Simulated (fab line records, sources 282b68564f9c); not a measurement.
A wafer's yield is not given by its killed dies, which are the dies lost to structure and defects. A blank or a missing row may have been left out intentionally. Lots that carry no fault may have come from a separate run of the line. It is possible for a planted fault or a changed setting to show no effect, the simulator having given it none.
fab line records | flow rit_cmos
record: lots: 14 | wafers: 42 | last_day: 6
route steps=202 shown NWELL@36
lots that met no fault: from a run of the same line without faults
start_h: the number of hours between the record's first day and the start of the first shown wafer of the lot | wait_h: time in hours since the lot's previous step | " unchanged from the row above | L1.1+2: a single row standing in for several wafers | - no value, or no start given | * or withheld: withheld | < > ~ a bound
route shown NAME@n: a module of which the file shows steps, and the number in the route of the first | usual: mean and standard deviation over wafers with no fault | same: alike in all rows | chamber/n: place in a boat | sites: readings site by site | _std_site: how widely they spread, as a standard deviation | _edge_site: the outer-site mean with the inner-site mean subtracted | radius_mm: how far each site lies from the wafer's centre | mask NAME#n: copy n | behind: the tool/chamber that last shaped the wafer | hold: cause of the lot's hold/its duration in hours/its outcome | device: the n, p or np transistor that did not switch | end of line: tests of these same wafers at the route's end | a step with no rows: only its recipe | killed: dies lost to structure and defects at the first sort, not the wafer's yield | map: shows each die of a wafer: x if killed, . if not, _ if none is there
set.NAME: the setting as run; set.NAME@STEP: as run at that earlier step | model.NAME: the simulator's own value behind a step, which no gauge read
route steps across a sampled set of lots; one table per step, one row per wafer
services: the hour from which a tool's chamber was out of use, counted from the record's first day as start_h (under 0 if before that day), plus the number of hours and why
== steps ==
step: RIT_NWELL_IMPLANT_08
recipe: species: P | energy_kev: 170 | dose_cm2: 5e+13 | tilt_deg: 7
usual: beam_energy_keV: 170.00/0.053 | end_station_pressure_torr: 5.15e-06/2.6e-07
lot.wafer | tool         | chamber | start_h | wait_h | beam_energy_keV | end_station_pressure_torr
L913.1    | implanter-01 | 0       | 21.56   | 0.2    | 169.96          | 5.06e-06
L913.2    | "            | 0       | "       | "      | 170.03          | 5.51e-06
L913.5    | "            | 0       | "       | "      | 169.97          | 5.21e-06
L915.1    | implanter-02 | 0       | 30.57   | 0.2    | 170.01          | 5.27e-06
L915.4    | "            | 0       | "       | "      | 170.04          | 4.76e-06
L915.6    | "            | 0       | "       | "      | 169.95          | 4.73e-06
L916.1    | implanter-02 | 0       | 35.65   | 0.2    | 170.09          | 4.45e-06
L916.4    | "            | 0       | "       | "      | 170.10          | 5.53e-06
L916.5    | "            | 0       | "       | "      | 170.11          | 5.12e-06
L917.1    | implanter-04 | 0       | 41.86   | 0.2    | 170.03          | 5.31e-06
L917.2    | "            | 0       | "       | "      | 170.04          | 4.98e-06
L917.6    | "            | 0       | "       | "      | 169.98          | 4.8e-06
L918.2    | implanter-04 | 0       | 47.05   | 0.2    | 169.97          | 5.18e-06
L918.4    | "            | 0       | "       | "      | 170.00          | 5.04e-06
L918.5    | "            | 0       | "       | "      | 170.00          | 5.05e-06
L919.2    | implanter-02 | 0       | 52.53   | 0.2    | 169.95          | 4.83e-06
L919.3    | "            | 0       | "       | "      | 169.95          | 5.44e-06
L919.6    | "            | 0       | "       | "      | 170.00          | 5.53e-06
L921.2    | implanter-04 | 0       | 61.95   | 0.2    | 170.01          | 5.39e-06
L921.4    | "            | 0       | "       | "      | 169.93          | 4.75e-06
L921.5    | "            | 0       | "       | "      | 169.98          | 5.25e-06
L925.1    | implanter-04 | 0       | 81.72   | 0.2    | 169.88          | 5.35e-06
L925.4    | "            | 0       | "       | "      | 169.98          | 5.24e-06
L925.5    | "            | 0       | "       | "      | 169.95          | 4.9e-06
L926.4    | implanter-04 | 0       | 89.69   | 0.2    | 170.03          | 5.15e-06
L926.5    | "            | 0       | "       | "      | 170.04          | 5.54e-06
L926.6    | "            | 0       | "       | "      | 170.02          | 4.83e-06
L927.2    | implanter-01 | 0       | 92.38   | 0.2    | 169.96          | 5.01e-06
L927.3    | "            | 0       | "       | "      | 169.97          | 5.07e-06
L927.6    | "            | 0       | "       | "      | 169.95          | 5.37e-06
L928.3    | implanter-01 | 0       | 95.75   | 0.2    | 170.02          | 5.34e-06
L928.4    | "            | 0       | "       | "      | 170.01          | 5.65e-06
L928.6    | "            | 0       | "       | "      | 170.05          | 5.5e-06
L929.1    | implanter-01 | 0       | 101.26  | 0.3    | 139.51          | 4.92e-06
L929.2    | "            | 0       | "       | "      | 139.42          | 5.55e-06
L929.3    | "            | 0       | "       | "      | 139.48          | 5.49e-06
L930.2    | implanter-02 | 0       | 108.00  | 0.2    | 169.88          | 4.92e-06
L930.4    | "            | 0       | "       | "      | 169.98          | 5.1e-06
L930.6    | "            | 0       | "       | "      | 169.93          | 5.36e-06
L932.4    | implanter-01 | 0       | 115.61  | 0.2    | 139.45          | 5.42e-06
L932.5    | "            | 0       | "       | "      | 139.42          | 5.17e-06
L932.6    | "            | 0       | "       | "      | 139.36          | 5.31e-06
step: RIT_NWELL_TW_MEAS_10
usual: NWELL_TW: 2132/22
lot.wafer | tool          | chamber | start_h | wait_h | NWELL_TW
L913.1    | film_metro-03 | -       | 21.88   | 0.1    | 2123
L913.2    | "             | -       | "       | "      | 2115
L913.5    | "             | -       | "       | "      | 2130
L915.1    | film_metro-04 | -       | 30.89   | 0.1    | 2163
L915.4    | "             | -       | "       | "      | 2174
L915.6    | "             | -       | "       | "      | 2165
L916.1    | film_metro-02 | -       | 35.98   | 0.1    | 2110
L916.4    | "             | -       | "       | "      | 2111
L916.5    | "             | -       | "       | "      | 2108
L917.1    | film_metro-03 | -       | 42.19   | 0.1    | 2129
L917.2    | "             | -       | "       | "      | 2127
L917.6    | "             | -       | "       | "      | 2129
L918.2    | film_metro-03 | -       | 47.36   | 0.1    | 2119
L918.4    | "             | -       | "       | "      | 2125
L918.5    | "             | -       | "       | "      | 2109
L919.2    | film_metro-04 | -       | 52.84   | 0.1    | 2159
L919.3    | "             | -       | "       | "      | 2162
L919.6    | "             | -       | "       | "      | 2153
L921.2    | film_metro-02 | -       | 62.26   | 0.1    | 2114
L921.4    | "             | -       | "       | "      | 2120
L921.5    | "             | -       | "       | "      | 2120
L925.1    | film_metro-04 | -       | 82.04   | 0.1    | 2158
L925.4    | "             | -       | "       | "      | 2167
L925.5    | "             | -       | "       | "      | 2160
L926.4    | film_metro-03 | -       | 89.97   | 0.1    | 2124
L926.5    | "             | -       | "       | "      | 2131
L926.6    | "             | -       | "       | "      | 2114
L927.2    | film_metro-04 | -       | 92.69   | 0.1    | 2179
L927.3    | "             | -       | "       | "      | 2157
L927.6    | "             | -       | "       | "      | 2170
L928.3    | film_metro-04 | -       | 96.05   | 0.1    | 2157
L928.4    | "             | -       | "       | "      | 2156
L928.6    | "             | -       | "       | "      | 2162
L929.1    | film_metro-02 | -       | 101.58  | 0.1    | 2056
L929.2    | "             | -       | "       | "      | 2063
L929.3    | "             | -       | "       | "      | 2036
L930.2    | film_metro-04 | -       | 108.31  | 0.1    | 2147
L930.4    | "             | -       | "       | "      | 2146
L930.6    | "             | -       | "       | "      | 2145
L932.4    | film_metro-04 | -       | 115.89  | 0.1    | 2072
L932.5    | "             | -       | "       | "      | 2077
L932.6    | "             | -       | "       | "      | 2080
== services ==
tool         | chamber | start_h | hours | kind
implanter-02 | -       | 8.92    | 3.2   | pm
implanter-02 | -       | 37.09   | 1.7   | repair
implanter-02 | -       | 68.94   | 6.0   | repair
implanter-02 | -       | 99.61   | 3.7   | pm
implanter-04 | -       | 100.21  | 2.7   | pm
== key ==
first_sign: step: RIT_NWELL_IMPLANT_08 | reading: beam_energy_keV | direction: down | sigmas: 99+ | usual: 170.00 | struck: 139.44
effect: step: RIT_NWELL_TW_MEAS_10 | reading: NWELL_TW | direction: down | sigmas: 3.1 | usual: 2132 | struck: 2064
met_at RIT_NWELL_IMPLANT_08
struck_lots L929,L932
tester_left_out L929,L932
onset_between 95.75 101.26
fault: kind: process_parameter_drift | tool: implanter-01 | chamber: - | onset_h: 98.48 | steps: RIT_NWELL_IMPLANT_08 | channel: energy_kev | offset: -30.6 | shape: step | end_h: 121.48 | acts_in: these_recipes_only | stated: 170
tester_left_out: of these lots the tester's yield and bins aren't shown, on N5 and GAA mostly nor the transistor test; their killed dies are dies lost to structure and defects alone, not to doping, threshold or leakage, so they don't give the yield
